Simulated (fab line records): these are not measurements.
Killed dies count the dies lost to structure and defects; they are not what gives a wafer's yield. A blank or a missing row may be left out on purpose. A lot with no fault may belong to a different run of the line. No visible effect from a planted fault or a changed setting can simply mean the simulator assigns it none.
Split-lot experiment	flow rit cmos	on a route of 202 steps: 5 lots, 23 wafers read

THE SPLIT ITSELF
At RIT_NWELL_IMPLANT_08, the setting dose cm2 was moved away from the recipe's 5e+13 on 4 of the 23 wafers read, by -4.5% to +4.8%. This setting was run at the recipe's value on the other wafers.

FROM THE SPLIT TO THE READING: what the file shows between them, 9 steps
- RIT_PWELL_COAT_01: resist thk 1300 nm (also split here: spin rpm)
- RIT_PWELL_SOFTBAKE_02: time 60 s
- RIT_PWELL_EXPOSE_03: exposes mask M3, target cd 43700 nm
- RIT_PWELL_DEVELOP_05: develop time 68 s
- RIT_PWELL_HARDBAKE_07: time 120 s
- RIT_PWELL_IMPLANT_08 (also split here: dose cm2)
- RIT_PWELL_STRIP_09: strips in O2, time 180 s
- RIT_PWELL_TW_MEAS_10
- RIT_WELLDRIVE_ANNEAL_00: time 14700 s

THE READING
NWELL_RS in ohm/sq, measured at RIT_WELLDRIVE_RS_MEAS_01 by four-point-probe. Fault-free wafers of this fab line usually give 275.7 ohm/sq, standard deviation 0.7 ohm/sq.

wafer	tool, chamber at the split	dose cm2 as run	against the recipe	NWELL_RS, ohm/sq	against lot-mates on the recipe
L077.1	implanter-03, 0	5e+13	recipe	276.4	-
L077.3	implanter-03, 0	5e+13	recipe	275.7	-
L077.4	implanter-03, 0	5e+13	recipe	275.9	-
L077.5	implanter-03, 0	5e+13	recipe	275.7	-
L077.6	implanter-03, 0	5e+13	recipe	276.1	-
L080.1	implanter-04, 0	5e+13	recipe	276.2	-
L080.2	implanter-04, 0	4.774e+13	-4.5%	285.0	+8.7
L080.4	implanter-04, 0	4.774e+13	-4.5%	284.4	+8.1
L080.5	implanter-04, 0	5e+13	recipe	276.2	-
L080.6	implanter-04, 0	5e+13	recipe	276.4	-
L082.1	implanter-03, 0	5e+13	recipe	276.3	-
L082.3	implanter-03, 0	5e+13	recipe	276.0	-
L082.6	implanter-03, 0	5e+13	recipe	275.7	-
L084.1	implanter-01, 0	5e+13	recipe	274.4	-
L084.2	implanter-01, 0	5e+13	recipe	274.4	-
L084.3	implanter-01, 0	5e+13	recipe	274.9	-
L084.4	implanter-01, 0	5e+13	recipe	275.6	-
L084.6	implanter-01, 0	5e+13	recipe	275.0	-
L085.1	implanter-03, 0	5.241e+13	+4.8%	269.0	-6.1
L085.3	implanter-03, 0	5e+13	recipe	275.6	-
L085.4	implanter-03, 0	5.241e+13	+4.8%	267.0	-8.1
L085.5	implanter-03, 0	5e+13	recipe	275.4	-
L085.6	implanter-03, 0	5e+13	recipe	274.2	-

THE FIT
A straight line over all 23 wafers: NWELL_RS changes by -1.78 ohm/sq for each +1% of dose cm2; r = -0.97; the points scatter about the line by 0.83 ohm/sq.
The same after taking each lot's own level away (the mean of its wafers on the recipe; 23 wafers): -1.65 ohm/sq for each +1%; r = -0.98; scatter 0.61 ohm/sq.
On that fit, the largest move of dose cm2 shifts the reading by 8 ohm/sq.
The lots' own levels span 274.86 to 276.27 ohm/sq, that is 2.0 times the standard deviation above.
The two slopes agree, so the slope changes little with the lot-to-lot level.
Check: with one of the wafers moved furthest among these (+4.8%) left out of the fit, the line predicts -8.58 ohm/sq for it against its lot-mates. It came out at -6.07 ohm/sq against them.

FURTHER SPLITS ON THESE WAFERS
These wafers also went through other splits before the reading. Each is held against what the fit with the lots' levels taken away leaves over:
other split on the same wafers	wafers away from the commonest value	r with NWELL_RS (lot level and that fit taken away)
RIT_ACTIVE_OXIDATION_01 ox time s	18	+0.24
RIT_ACTIVE_CVD_03 nh3 flow sccm	15	-0.11
RIT_FOX1_OXIDATION_00 ox time s	15	-0.11
RIT_NWELL_COAT_01 spin rpm	4	-0.14
RIT_PWELL_COAT_01 spin rpm	6	+0.18
RIT_PWELL_IMPLANT_08 dose cm2	7	+0.05

THE FILE'S OWN FIT
NWELL_RS changes by -1.65 ohm/sq for each +1% of dose cm2, r = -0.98.
